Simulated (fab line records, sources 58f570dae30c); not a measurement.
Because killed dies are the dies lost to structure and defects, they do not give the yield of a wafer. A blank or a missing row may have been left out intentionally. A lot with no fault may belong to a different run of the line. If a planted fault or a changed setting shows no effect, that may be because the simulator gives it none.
Lot-split experiment | flow berkeleyCmos170 | 23 wafers read across 5 lots, on a route 331 steps long

== THE SPLIT ITSELF ==
At UCB170_M1_SPUTTER_00 (material Al, target thk 600 nm, time 80 s), the setting powerW was moved away from the recipe's 6000 W on 6 of the 23 wafers read, by -7.7% to +8.2%. All remaining wafers had this setting at the recipe value.

== FROM THE SPLIT TO THE READING: what the file shows between them, 3 steps ==
- UCB170_M1_RS_MEAS_01: measures by four-point-probe
- UCB170_M1_THK_MEAS_02: measures by xrf
- UCB170_M1_ETCH_11: etches BARC in N2/H2 (also split here: biasW)

== THE READING ==
oesProductAu, in a.u., at UCB170_M1_METAL_ETCH_12 (etches Al in Cl2/BCl3, stops on PSG, target depth 780 nm, time 130 s). Fault-free wafers of this fab line usually give 0.854 a.u., standard deviation 0.009 a.u.

wafer  | tool, chamber at the split | powerW as run, W | against the recipe | oesProductAu, a.u. | against lot-mates on the recipe
L074.1 | pvdSputter-04, -           | 6000             | recipe             | 0.866              | -
L074.5 | pvdSputter-04, -           | 6000             | recipe             | 0.862              | -
L074.6 | pvdSputter-04, -           | 6000             | recipe             | 0.869              | -
L075.1 | pvdSputter-04, -           | 6000             | recipe             | 0.870              | -
L075.2 | pvdSputter-04, -           | 5539             | -7.7%              | 0.824              | -0.041
L075.4 | pvdSputter-04, -           | 5539             | -7.7%              | 0.824              | -0.041
L075.5 | pvdSputter-04, -           | 6000             | recipe             | 0.856              | -
L075.6 | pvdSputter-04, -           | 6000             | recipe             | 0.870              | -
L078.1 | pvdSputter-01, -           | 6000             | recipe             | 0.839              | -
L078.2 | pvdSputter-01, -           | 6339             | +5.6%              | 0.875              | +0.032
L078.3 | pvdSputter-01, -           | 6000             | recipe             | 0.845              | -
L078.4 | pvdSputter-01, -           | 6339             | +5.6%              | 0.879              | +0.036
L078.6 | pvdSputter-01, -           | 6000             | recipe             | 0.845              | -
L080.1 | pvdSputter-03, -           | 6000             | recipe             | 0.849              | -
L080.2 | pvdSputter-03, -           | 6000             | recipe             | 0.840              | -
L080.3 | pvdSputter-03, -           | 6000             | recipe             | 0.844              | -
L080.5 | pvdSputter-03, -           | 6000             | recipe             | 0.844              | -
L080.6 | pvdSputter-03, -           | 6000             | recipe             | 0.848              | -
L085.1 | pvdSputter-04, -           | 6000             | recipe             | 0.855              | -
L085.3 | pvdSputter-04, -           | 6000             | recipe             | 0.849              | -
L085.4 | pvdSputter-04, -           | 6491             | +8.2%              | 0.893              | +0.039
L085.5 | pvdSputter-04, -           | 6000             | recipe             | 0.857              | -
L085.6 | pvdSputter-04, -           | 6491             | +8.2%              | 0.897              | +0.043

THE FIT
A straight line over all 23 wafers: oesProductAu changes by +0.0044 a.u. for each +1% of powerW; r = +0.87; the points scatter about the line by 0.0096 a.u.
The same after taking each lot's own level away (the mean of its wafers on the recipe; 23 wafers): +0.00537 a.u. for each +1%; r = +0.98; scatter 0.0039 a.u.
Per that fit: largest powerW move, reading shift of 0.044 a.u.
The span of the lots' own levels, 0.8430 to 0.8657 a.u., comes to 2.5 times the standard deviation stated above.
Thus the slope moves with the lot-to-lot level: the two fits are different.
Check: for one of the wafers moved furthest among these (+8.2%), held out of the fit, the line's prediction against its lot-mates is +0.0454 a.u. It came out at +0.0393 a.u. against them.

== THE OTHER SPLITS THESE WAFERS WENT THROUGH ==
Before the reading, these wafers also passed through other splits. Each is held against what the fit with the lots' levels taken away leaves over:
other split on the same wafers   | wafers away from the commonest value | r with oesProductAu (lot level and that fit taken away)
UCB170_CONTACT_CVD_01 o2FlowSccm | 15                                   | +0.21
UCB170_M1_ETCH_11 biasW          | 7                                    | +0.07

== THE WHOLE CHAIN: every reading that the file lists as answering this split, in the file's order ==
step                    | what it does                                                         | reading                                                                    | change (the file's fit)                   | r (the file's)
UCB170_M1_SPUTTER_00    | material Al, target thk 600 nm, time 80 s                            | Al_of_M1_SPUTTER_00.thkNm (the simulator's own value, which no gauge read) | +6.01 nm for each +1% of the setting      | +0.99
UCB170_M1_RS_MEAS_01    | measures by four-point-probe                                         | M1_AL_RS                                                                   | -0.000487 for each +1% of the setting     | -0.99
UCB170_M1_THK_MEAS_02   | measures by xrf                                                      | M1_AL_THK                                                                  | +5.9 for each +1% of the setting          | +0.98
UCB170_M1_METAL_ETCH_12 | etches Al in Cl2/BCl3, stops on PSG, target depth 780 nm, time 130 s | oesProductAu                                                               | +0.00536 a.u. for each +1% of the setting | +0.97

== FILE'S OWN FIT ==
oesProductAu changes by +0.00536 a.u. for each +1% of powerW, r = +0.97.
